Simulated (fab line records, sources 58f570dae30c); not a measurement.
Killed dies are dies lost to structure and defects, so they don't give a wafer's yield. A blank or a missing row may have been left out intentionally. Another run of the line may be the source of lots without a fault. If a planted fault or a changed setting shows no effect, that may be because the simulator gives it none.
Lot-split experiment | flow berkeleyCmos170 | route with 331 steps; 5 lots, 23 wafers read

## ABOUT THE SPLIT
At UCB170_M3_METAL_ETCH_18 (etches Al in Cl2/BCl3, stops on SiO2, target depth 1170 nm, time 195 s), the setting icpW was moved away from the recipe's 600 W on 11 of the 23 wafers read, by -10.9% to +3.2%. All remaining wafers had this setting at the recipe value.

Between the split and the reading, the file records no step.

## THE READING
oesProductAu, in a.u., at UCB170_M3_STRIP_19 (strips in O2). On this fab line, fault-free wafers typically give 0.548 a.u. with a standard deviation of 0.019 a.u.

wafer  | tool, chamber at the split | icpW as run, W | against the recipe | oesProductAu, a.u. | against lot-mates on the recipe
L076.1 | rieMetal-04, 0             | 600            | recipe             | 0.532              | -
L076.2 | rieMetal-04, 1             | 534.5          | -10.9%             | 0.616              | +0.074
L076.3 | rieMetal-04, 1             | 600            | recipe             | 0.553              | -
L076.4 | rieMetal-04, 0             | 534.5          | -10.9%             | 0.599              | +0.056
L076.5 | rieMetal-04, 0             | 534.5          | -10.9%             | 0.602              | +0.059
L082.1 | rieMetal-01, 1             | 566.6          | -5.6%              | 0.579              | +0.027
L082.2 | rieMetal-01, 0             | 566.6          | -5.6%              | 0.591              | +0.039
L082.3 | rieMetal-01, 0             | 566.6          | -5.6%              | 0.593              | +0.041
L082.5 | rieMetal-01, 1             | 600            | recipe             | 0.550              | -
L082.6 | rieMetal-01, 0             | 600            | recipe             | 0.553              | -
L085.1 | rieMetal-04, 1             | 574.3          | -4.3%              | 0.564              | +0.034
L085.3 | rieMetal-04, 1             | 600            | recipe             | 0.540              | -
L085.4 | rieMetal-04, 0             | 600            | recipe             | 0.524              | -
L085.5 | rieMetal-04, 0             | 600            | recipe             | 0.526              | -
L085.6 | rieMetal-04, 1             | 574.3          | -4.3%              | 0.573              | +0.043
L084.2 | rieMetal-03, 1             | 600            | recipe             | 0.557              | -
L084.3 | rieMetal-03, 1             | 600            | recipe             | 0.559              | -
L084.4 | rieMetal-03, 0             | 600            | recipe             | 0.558              | -
L083.1 | rieMetal-04, 0             | 619.4          | +3.2%              | 0.499              | -0.034
L083.2 | rieMetal-04, 1             | 600            | recipe             | 0.533              | -
L083.3 | rieMetal-04, 1             | 600            | recipe             | 0.533              | -
L083.4 | rieMetal-04, 0             | 619.4          | +3.2%              | 0.488              | -0.045
L083.6 | rieMetal-04, 1             | 619.4          | +3.2%              | 0.521              | -0.012

FIT RESULTS
A straight line over all 23 wafers: oesProductAu changes by -0.00689 a.u. for each +1% of icpW; r = -0.91; the points scatter about the line by 0.014 a.u.
The same after taking each lot's own level away (the mean of its wafers on the recipe; 23 wafers): -0.00647 a.u. for each +1%; r = -0.95; scatter 0.0095 a.u.
The reading moves by 0.071 a.u. for the largest change in icpW, on that fit.
From 0.5300 to 0.5580 a.u.: that is the span of the lots' own levels, equal to 1.5 times the standard deviation above.
Consequently the slope shifts little with the lot-to-lot level, the two slopes agreeing.
Check: with one of the wafers moved furthest among these (-10.9%) left out of the fit, the line predicts +0.0682 a.u. for it against its lot-mates. Against them it came out at +0.0735 a.u.

## THE WHOLE CHAIN: every reading that the file lists as answering this split, in the file's order
step                    | what it does                                                           | reading                                                                  | change (the file's fit)                   | r (the file's)
UCB170_M3_METAL_ETCH_18 | etches Al in Cl2/BCl3, stops on SiO2, target depth 1170 nm, time 195 s | KrF_of_M3_COAT_10.thkNm (the simulator's own value, which no gauge read) | -6.14 nm for each +1% of the setting      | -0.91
UCB170_M3_STRIP_19      | strips in O2                                                           | oesProductAu                                                             | -0.00641 a.u. for each +1% of the setting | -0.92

## FILE'S OWN FIT
oesProductAu changes by -0.00641 a.u. for each +1% of icpW, r = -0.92.
